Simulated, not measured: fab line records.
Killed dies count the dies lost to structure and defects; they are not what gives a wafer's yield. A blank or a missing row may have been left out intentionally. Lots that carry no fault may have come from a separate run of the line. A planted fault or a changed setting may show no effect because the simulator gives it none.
fab line records + flow berkeleyCmos170
record:
- lots: 15
- wafers: 45
- lastDay: 14
route steps=331 shown NWELL@27 GATE@136 M1@249 V2@304
lots that met no fault: from a run of the same line without faults
startH: hours from the record's opening day to when the first of the lot's shown wafers began + waitH: time in hours since the lot's previous step + " unchanged from the row above + L1.1+2: a single row standing in for several wafers + - either no value or no given start + * or withheld: withheld + < > ~ a bound
route shown NAME@n: a module of which the file shows steps, and the number in the route of the first + usual: mean/standard deviation taken from wafers without a fault + same: alike in all rows + chamber/n: place in a boat + sites: per-site readings + _std_site: their standard deviation + _edge_site: mean of outer sites minus mean of inner sites + radiusMm: for every site, how far away it sits from the centre of the wafer + mask NAME#n: copy n + behind: the last tool/chamber to shape the wafer + hold: cause of the lot's hold/its duration in hours/its outcome + device: whichever transistor did not switch (one of n, p or np) + end of line: the tests these same wafers got at the end of their route + a step given without rows: its recipe and nothing more + killed: not the wafer's yield, but the dies lost to structure and defects at the first sort + map: a wafer's dies, x killed, . not, _ none there
set.NAME: the setting the step ran with; set.NAME@STEP: the setting that earlier step ran with + model.NAME: the simulator's own value behind a step, which no gauge read
route steps across a sampled set of lots; one table per step, one row per wafer
services: a tool's chamber out of use, with start hour (startH, from the record's first day; less than 0 if before it), hours out, and reason
== steps ==
step: UCB170_NWELL_ETCH_13
recipe:
- chemistry: CH3F/Ar/O2
- target: Si3N4
- stopOn: SiO2
- CH3F_flow_sccm: 20
- Ar_flow_sccm: 50
- O2_flow_sccm: 7
- pressureMtorr: 50
- rfW: 450
- targetDepthA: 2464
- overEtchFrac: 0.1
- timeS: 154
usual:
- drypumpMotorCurrentA: 5.7/0.46
- oesProductAu: 0.937/0.015
- rfFwdPowerW: 447.9/1.3
- throttleValvePct: 8.01/0.11
| lot.wafer | tool       | chamber | startH | waitH | drypumpMotorCurrentA | oesProductAu | rfFwdPowerW | rfHoursCounterH | throttleValvePct |
|-----------|------------|---------|--------|-------|----------------------|--------------|-------------|-----------------|------------------|
| L409.1    | rieDiel-01 | 1       | 38.32  | 0.0   | 4.8                  | 0.942        | 449.8       | 6               | 8.00             |
| L409.5    | "          | 1       | "      | "     | 4.8                  | 0.941        | 449.7       | -               | 8.00             |
| L409.6    | "          | 2       | "      | "     | 6.3                  | 0.931        | 449.3       | -               | 8.01             |
| L414.4    | rieDiel-03 | 2       | 60.03  | 0.0   | 5.3                  | 0.906        | 447.9       | 21              | 7.91             |
| L414.5    | "          | 1       | "      | "     | 5.8                  | 0.940        | 448.7       | -               | 8.21             |
| L414.6    | "          | 0       | "      | "     | 5.7                  | 0.933        | 449.0       | -               | 7.95             |
| L415.1    | rieDiel-02 | 3       | 60.27  | 0.0   | 6.2                  | 0.943        | 449.4       | 51              | 7.98             |
| L415.2    | "          | 0       | "      | "     | 5.3                  | 0.935        | 445.2       | 55              | 7.84             |
| L415.3    | "          | 2       | "      | "     | 5.8                  | 0.945        | 446.7       | 60              | 8.27             |
| L417.1    | rieDiel-01 | 1       | 78.06  | 0.0   | 4.8                  | 0.946        | 449.4       | 8               | 8.01             |
| L417.3    | "          | 0       | "      | "     | 5.2                  | 0.951        | 448.2       | 130             | 8.09             |
| L417.6    | "          | 1       | "      | "     | 4.8                  | 0.935        | 449.5       | -               | 8.01             |
| L416.3    | rieDiel-02 | 1       | 78.34  | 0.0   | 5.6                  | 0.960        | 447.6       | 158             | 7.95             |
| L416.4    | "          | 1       | "      | "     | 5.6                  | 0.955        | 448.2       | -               | 7.97             |
| L416.6    | "          | 3       | "      | "     | 6.3                  | 0.947        | 447.1       | -               | 7.98             |
| L418.1    | rieDiel-01 | 2       | 83.41  | 0.0   | 6.3                  | 0.933        | 449.4       | 34              | 8.01             |
| L418.3    | "          | 3       | "      | "     | 6.1                  | 0.927        | 448.8       | 139             | 7.95             |
| L418.5    | "          | 3       | "      | "     | 6.1                  | 0.930        | 447.4       | -               | 7.96             |
| L420.2    | rieDiel-03 | 2       | 89.50  | 0.0   | 5.3                  | 0.913        | 447.0       | 23              | 7.93             |
| L420.4    | "          | 0       | "      | "     | 5.7                  | 0.934        | 449.9       | -               | 7.93             |
| L420.5    | "          | 3       | "      | "     | 6.0                  | 0.951        | 446.8       | -               | 8.08             |
| L419.2    | rieDiel-01 | 2       | 89.79  | 0.0   | 6.3                  | 0.931        | 447.6       | 35              | 8.00             |
| L419.3    | "          | 3       | "      | "     | 6.1                  | 0.930        | 448.7       | 139             | 7.97             |
| L419.5    | "          | 0       | "      | "     | 5.2                  | 0.943        | 446.9       | -               | 8.08             |
| L423.2    | rieDiel-03 | 3       | 105.87 | 0.0   | 6.0                  | 0.951        | 448.5       | 82              | 8.07             |
| L423.3    | "          | 2       | "      | "     | 5.3                  | 0.917        | 446.7       | 23              | 7.92             |
| L423.4    | "          | 0       | "      | "     | 5.7                  | 0.928        | 446.0       | 141             | 7.92             |
| L424.3    | rieDiel-03 | 0       | 116.06 | 0.0   | 5.7                  | 0.941        | 445.8       | 141             | 7.93             |
| L424.5    | "          | 0       | "      | "     | 5.7                  | 0.942        | 448.3       | -               | 7.96             |
| L424.6    | "          | 3       | "      | "     | 6.0                  | 0.971        | 449.3       | -               | 8.08             |
| L427.1    | rieDiel-02 | 2       | 135.88 | 0.0   | 5.8                  | 0.942        | 448.1       | 62              | 8.26             |
| L427.4    | "          | 2       | "      | "     | 5.8                  | 0.932        | 446.7       | -               | 8.27             |
| L427.5    | "          | 0       | "      | "     | 5.2                  | 0.923        | 447.8       | -               | 7.85             |
| L428.2    | rieDiel-01 | 0       | 143.74 | 0.0   | 5.2                  | 0.942        | 447.5       | 133             | 8.08             |
| L428.4    | "          | 3       | "      | "     | 6.1                  | 0.925        | 448.4       | 142             | 7.97             |
| L428.5    | "          | 0       | "      | "     | 5.2                  | 0.947        | 447.6       | -               | 8.08             |
| L429.2    | rieDiel-02 | 0       | 144.01 | 0.0   | 5.2                  | 0.931        | 446.2       | 59              | 7.85             |
| L429.5    | "          | 2       | "      | "     | 5.8                  | 0.937        | 449.4       | -               | 8.27             |
| L429.6    | "          | 3       | "      | "     | 6.3                  | 0.956        | 446.7       | -               | 7.99             |
| L430.1    | rieDiel-03 | 2       | 152.20 | 0.0   | 5.3                  | 0.921        | 447.9       | 25              | 7.91             |
| L430.3    | "          | 1       | "      | "     | 5.7                  | 0.943        | 449.1       | 1               | 8.20             |
| L430.5    | "          | 2       | "      | "     | 5.3                  | 0.905        | 449.3       | -               | 7.90             |
| L432.1    | rieDiel-03 | 1       | 163.20 | 0.0   | 5.8                  | 0.953        | 447.3       | 2               | 8.19             |
| L432.3    | "          | 2       | "      | "     | 5.3                  | 0.918        | 449.3       | 25              | 7.90             |
| L432.5    | "          | 2       | "      | "     | 5.3                  | 0.930        | 447.9       | -               | 7.89             |
step: UCB170_GATE_PEB_10
recipe:
- pebTempC: 130
- pebTimeS: withheld
- resist: KrF
usual:
- chillPlateTempC: 23.03/0.086
- exhaustPa: 45.2/0.92
| lot.wafer | tool          | chamber | startH | waitH | chillPlateTempC | exhaustPa |
|-----------|---------------|---------|--------|-------|-----------------|-----------|
| L409.1    | lithoTrack-02 | 0       | 158.83 | 0.5   | 23.11           | 44.6      |
| L409.5    | "             | 0       | "      | "     | 23.07           | 44.6      |
| L409.6    | "             | 0       | "      | "     | 23.06           | 44.6      |
| L415.1    | lithoTrack-02 | 0       | 184.68 | 0.2   | 23.19           | 46.1      |
| L415.2    | "             | 0       | "      | "     | 23.19           | 44.9      |
| L415.3    | "             | 0       | "      | "     | 22.95           | 45.1      |
| L414.4    | lithoTrack-03 | 0       | 184.68 | 0.4   | 23.18           | 44.2      |
| L414.5    | "             | 0       | "      | "     | 23.13           | 44.3      |
| L414.6    | "             | 0       | "      | "     | 23.06           | 43.7      |
| L417.1    | lithoTrack-03 | 0       | 192.54 | 0.1   | 23.16           | 45.1      |
| L417.3    | "             | 0       | "      | "     | 23.01           | 44.7      |
| L417.6    | "             | 0       | "      | "     | 23.14           | 44.2      |
| L416.3    | lithoTrack-03 | 0       | 192.87 | 0.1   | 23.05           | 44.5      |
| L416.4    | "             | 0       | "      | "     | 23.09           | 44.3      |
| L416.6    | "             | 0       | "      | "     | 23.00           | 46.1      |
| L419.2    | lithoTrack-01 | -       | 209.68 | 0.7   | -               | -         |
| L419.3    | "             | -       | "      | "     | -               | -         |
| L419.5    | "             | -       | "      | "     | -               | -         |
| L418.1    | lithoTrack-03 | -       | 209.82 | 0.6   | -               | -         |
| L418.3    | "             | -       | "      | "     | -               | -         |
| L418.5    | "             | -       | "      | "     | -               | -         |
| L420.2    | lithoTrack-01 | -       | 209.96 | 0.4   | -               | -         |
| L420.4    | "             | -       | "      | "     | -               | -         |
| L420.5    | "             | -       | "      | "     | -               | -         |
| L423.2    | lithoTrack-01 | 0       | 232.63 | 0.3   | 23.14           | 44.5      |
| L423.3    | "             | 0       | "      | "     | 23.03           | 44.5      |
| L423.4    | "             | 0       | "      | "     | 23.11           | 45.7      |
| L424.3    | lithoTrack-01 | 0       | 243.52 | 0.4   | 23.09           | 45.8      |
| L424.5    | "             | 0       | "      | "     | 23.08           | 46.8      |
| L424.6    | "             | 0       | "      | "     | 23.02           | 46.2      |
| L427.1    | lithoTrack-03 | 0       | 253.14 | 0.1   | 23.07           | 45.2      |
| L427.4    | "             | 0       | "      | "     | 23.06           | 44.4      |
| L427.5    | "             | 0       | "      | "     | 23.04           | 44.9      |
| L429.2    | lithoTrack-01 | 0       | 260.39 | 0.5   | 22.92           | 43.9      |
| L429.5    | "             | 0       | "      | "     | 23.06           | 42.0      |
| L429.6    | "             | 0       | "      | "     | 22.89           | 44.6      |
| L428.2    | lithoTrack-02 | 0       | 260.53 | 0.4   | 23.01           | 45.8      |
| L428.4    | "             | 0       | "      | "     | 22.96           | 47.4      |
| L428.5    | "             | 0       | "      | "     | 22.95           | 46.4      |
| L430.1    | lithoTrack-03 | 0       | 276.46 | 0.3   | 22.89           | 45.0      |
| L430.3    | "             | 0       | "      | "     | 22.89           | 43.8      |
| L430.5    | "             | 0       | "      | "     | 22.95           | 45.9      |
| L432.1    | lithoTrack-02 | 0       | 280.48 | 0.4   | 23.12           | 45.2      |
| L432.3    | "             | 0       | "      | "     | 23.14           | 45.9      |
| L432.5    | "             | 0       | "      | "     | 23.02           | 46.1      |
step: UCB170_M1_ETCH_11
recipe:
- chemistry: N2/H2
- targetDepthA: withheld
- overetchA: withheld
- target: BARC
- timeS: withheld
- sourceW: 500
- biasW: 100
- pressureMtorr: 30
- n2FlowSccm: 100
- h2FlowSccm: 200
usual:
- drypumpMotorCurrentA: 5.7/0.5
- oesProductAu: 0.996/0.017
- rfFwdPowerW: 494.9/2.1
- throttleValvePct: 13.27/0.15
| lot.wafer | tool       | chamber | startH | waitH | drypumpMotorCurrentA | oesProductAu | rfFwdPowerW | throttleValvePct |
|-----------|------------|---------|--------|-------|----------------------|--------------|-------------|------------------|
| L409.1    | rieDiel-01 | 1       | 183.90 | 0.0   | 4.8                  | 1.007        | 499.2       | 13.16            |
| L409.5    | "          | 2       | "      | "     | 6.3                  | 0.983        | 493.0       | 13.41            |
| L409.6    | "          | 3       | "      | "     | 6.1                  | 0.997        | 498.0       | 13.21            |
| L415.1    | rieDiel-01 | 1       | 210.48 | 0.0   | 4.8                  | 0.998        | 498.6       | 13.15            |
| L415.2    | "          | 0       | "      | "     | 5.2                  | 0.968        | 494.3       | 13.43            |
| L415.3    | "          | 2       | "      | "     | 6.3                  | 0.976        | 491.2       | 13.40            |
| L414.4    | rieDiel-03 | 3       | 210.96 | 0.0   | 6.1                  | 0.983        | 491.7       | 13.30            |
| L414.5    | "          | 0       | "      | "     | 5.8                  | 1.019        | 494.5       | 13.19            |
| L414.6    | "          | 3       | "      | "     | 6.0                  | 0.992        | 493.9       | 13.29            |
| L417.1    | rieDiel-03 | 3       | 218.83 | 0.0   | 6.0                  | 0.977        | 494.9       | 13.30            |
| L417.3    | "          | 0       | "      | "     | 5.7                  | 1.006        | 494.6       | 13.21            |
| L417.6    | "          | 0       | "      | "     | 5.7                  | 1.011        | 494.4       | 13.19            |
| L416.3    | rieDiel-01 | 0       | 220.45 | 0.0   | 5.2                  | 0.977        | 495.8       | 13.44            |
| L416.4    | "          | 0       | "      | "     | 5.2                  | 0.982        | 496.0       | 13.43            |
| L416.6    | "          | 1       | "      | "     | 4.8                  | 1.005        | 496.8       | 13.14            |
| L423.2    | rieDiel-03 | 0       | 259.64 | 0.0   | 5.7                  | 1.008        | 494.5       | 13.19            |
| L423.3    | "          | 1       | "      | "     | 5.7                  | 1.001        | 497.2       | 13.38            |
| L423.4    | "          | 3       | "      | "     | 6.0                  | 0.971        | 495.5       | 13.30            |
| L424.3    | rieDiel-03 | 2       | 269.32 | 0.0   | 5.3                  | 0.973        | 494.2       | 13.11            |
| L424.5    | "          | 0       | "      | "     | 5.8                  | 1.007        | 495.0       | 13.18            |
| L424.6    | "          | 1       | "      | "     | 5.7                  | 0.993        | 493.0       | 13.41            |
| L427.1    | rieDiel-01 | 3       | 275.99 | 0.0   | 6.1                  | 1.010        | 497.4       | 13.25            |
| L427.4    | "          | 3       | "      | "     | 6.1                  | 1.013        | 496.5       | 13.25            |
| L427.5    | "          | 2       | "      | "     | 6.3                  | 0.992        | 492.1       | 13.40            |
| L428.2    | rieDiel-01 | 2       | 285.71 | 0.0   | 6.3                  | 0.990        | 494.5       | 13.38            |
| L428.4    | "          | 0       | "      | "     | 5.2                  | 1.005        | 493.1       | 13.46            |
| L428.5    | "          | 2       | "      | "     | 6.3                  | 0.987        | 494.6       | 13.41            |
| L429.2    | rieDiel-04 | 3       | 286.00 | 0.0   | 5.4                  | 0.987        | 493.1       | 13.52            |
| L429.5    | "          | 2       | "      | "     | 6.3                  | 1.045        | 494.4       | 13.14            |
| L429.6    | "          | 1       | "      | "     | 5.5                  | 1.000        | 494.4       | 12.90            |
| L430.1    | rieDiel-01 | 1       | 304.28 | 0.0   | 4.8                  | 0.995        | 496.8       | 13.15            |
| L430.3    | "          | 2       | "      | "     | 6.3                  | 0.987        | 494.3       | 13.41            |
| L430.5    | "          | 1       | "      | "     | 4.8                  | 0.991        | 498.9       | 13.16            |
| L432.1    | rieDiel-04 | 0       | 306.76 | 0.0   | 5.5                  | 0.998        | 494.4       | 13.28            |
| L432.3    | "          | 3       | "      | "     | 5.3                  | 0.993        | 495.1       | 13.52            |
| L432.5    | "          | 1       | "      | "     | 5.5                  | 1.003        | 491.7       | 12.89            |
step: UCB170_V2_CD_MEAS_12
recipe:
- targetCdNm: 700
usual:
- cdNm: 700.5/1.5
| lot.wafer | tool     | chamber | startH | waitH | cdNm  |
|-----------|----------|---------|--------|-------|-------|
| L409.1    | cdSem-01 | -       | 193.59 | -     | 698.4 |
| L409.5    | "        | -       | "      | "     | 699.6 |
| L409.6    | "        | -       | "      | "     | 698.0 |
| L415.1    | cdSem-02 | -       | 219.82 | -     | 700.8 |
| L415.2    | "        | -       | "      | "     | 702.0 |
| L415.3    | "        | -       | "      | "     | 701.7 |
| L414.4    | cdSem-01 | -       | 221.87 | -     | 700.0 |
| L414.5    | "        | -       | "      | "     | 700.9 |
| L414.6    | "        | -       | "      | "     | 701.5 |
| L417.1    | cdSem-02 | -       | 229.23 | -     | 703.7 |
| L417.3    | "        | -       | "      | "     | 701.9 |
| L417.6    | "        | -       | "      | "     | 701.3 |
| L416.3    | cdSem-01 | -       | 231.10 | -     | 698.8 |
| L416.4    | "        | -       | "      | "     | 699.7 |
| L416.6    | "        | -       | "      | "     | 698.4 |
| L423.2    | cdSem-02 | -       | 272.77 | -     | 703.1 |
| L423.3    | "        | -       | "      | "     | 701.1 |
| L423.4    | "        | -       | "      | "     | 701.4 |
| L424.3    | cdSem-01 | -       | 281.64 | -     | 697.3 |
| L424.5    | "        | -       | "      | "     | 698.7 |
| L424.6    | "        | -       | "      | "     | 696.7 |
| L427.1    | cdSem-02 | -       | 286.12 | -     | 701.3 |
| L427.4    | "        | -       | "      | "     | 701.4 |
| L427.5    | "        | -       | "      | "     | 700.9 |
| L429.2    | cdSem-01 | -       | 300.22 | -     | 699.5 |
| L429.5    | "        | -       | "      | "     | 701.4 |
| L429.6    | "        | -       | "      | "     | 700.0 |
| L428.2    | cdSem-02 | -       | 300.31 | -     | 701.6 |
| L428.4    | "        | -       | "      | "     | 701.6 |
| L428.5    | "        | -       | "      | "     | 702.4 |
| L430.1    | cdSem-01 | -       | 314.64 | -     | 699.8 |
| L430.3    | "        | -       | "      | "     | 701.2 |
| L430.5    | "        | -       | "      | "     | 700.6 |
| L432.1    | cdSem-01 | -       | 320.18 | -     | 699.6 |
| L432.3    | "        | -       | "      | "     | 699.5 |
| L432.5    | "        | -       | "      | "     | 699.3 |
== services ==
| tool       | chamber | startH | hours | kind          |
|------------|---------|--------|-------|---------------|
| rieDiel-04 | 1       | 17.54  | 8.8   | repair        |
| rieDiel-03 | -       | 60.60  | 1.1   | repair        |
| rieDiel-02 | 2       | 75.14  | 13.7  | repair        |
| rieDiel-03 | 1       | 85.23  | -     | clean         |
| rieDiel-04 | 0       | 85.88  | 6.4   | repair        |
| rieDiel-04 | 0       | 115.57 | 3.0   | repair        |
| rieDiel-01 | 1       | 116.66 | 6.4   | repair        |
| rieDiel-01 | 0       | 134.74 | 3.9   | repair        |
| rieDiel-03 | -       | 167.40 | 3.7   | repair        |
| rieDiel-04 | 1       | 203.94 | 16.2  | repair        |
| rieDiel-01 | 3       | 209.23 | -     | clean         |
| rieDiel-01 | 3       | 209.23 | 32.9  | scheduledDown |
| rieDiel-01 | 3       | 209.23 | 32.9  | ventCycle     |
| rieDiel-04 | -       | 216.73 | 1.0   | repair        |
| rieDiel-01 | -       | 218.41 | 0.4   | repair        |
| rieDiel-04 | 0       | 229.30 | 4.0   | repair        |
| rieDiel-02 | 0       | 241.19 | 1.7   | repair        |
| rieDiel-01 | 0       | 254.22 | -     | clean         |
| rieDiel-01 | 0       | 254.22 | 31.4  | scheduledDown |
| rieDiel-01 | 0       | 254.22 | 31.4  | ventCycle     |
| rieDiel-01 | 2       | 288.55 | 6.4   | repair        |
| rieDiel-02 | 1       | 294.42 | 7.1   | repair        |
| rieDiel-02 | 2       | 296.20 | 2.3   | repair        |
| rieDiel-03 | 1       | 300.21 | 13.2  | repair        |
== key ==
firstSign:
- step: UCB170_GATE_PEB_10
- reading: toolRecord
- direction: missing
effect none on later readings
metAt UCB170_GATE_PEB_10
struckLots L418,L419,L420
laterRowsLeftOut L418.1,L418.3,L418.5,L419.2,L419.3,L419.5,L420.2,L420.4,L420.5
sortLeftOut L418.1,L418.3,L418.5,L419.2,L419.3,L419.5,L420.2,L420.4,L420.5
testerLeftOut L418,L419,L420
notActingAt UCB170_NWELL_ETCH_13,UCB170_M1_ETCH_11,UCB170_V2_CD_MEAS_12
onsetBetween 192.87 209.68
fault:
- kind: skippedStepWhole
- tool: lithoTrack-01,lithoTrack-03
- chamber: -
- onsetH: 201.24
- steps: UCB170_GATE_PEB_10
- scope: struckLotsOnly
testerLeftOut: of these lots the tester's yield and bins aren't shown, on N5 and GAA mostly nor the transistor test; their killed dies are dies lost to structure and defects alone, not to doping, threshold or leakage, so they don't give the yield
sortLeftOut: the simulated sort isn't trusted on such a fault, so these wafers' sort isn't shown, and their yield isn't known
laterRowsLeftOut: the simulator's readings of these wafers behind a module that went badly wrong aren't trusted and aren't shown, but for the sort
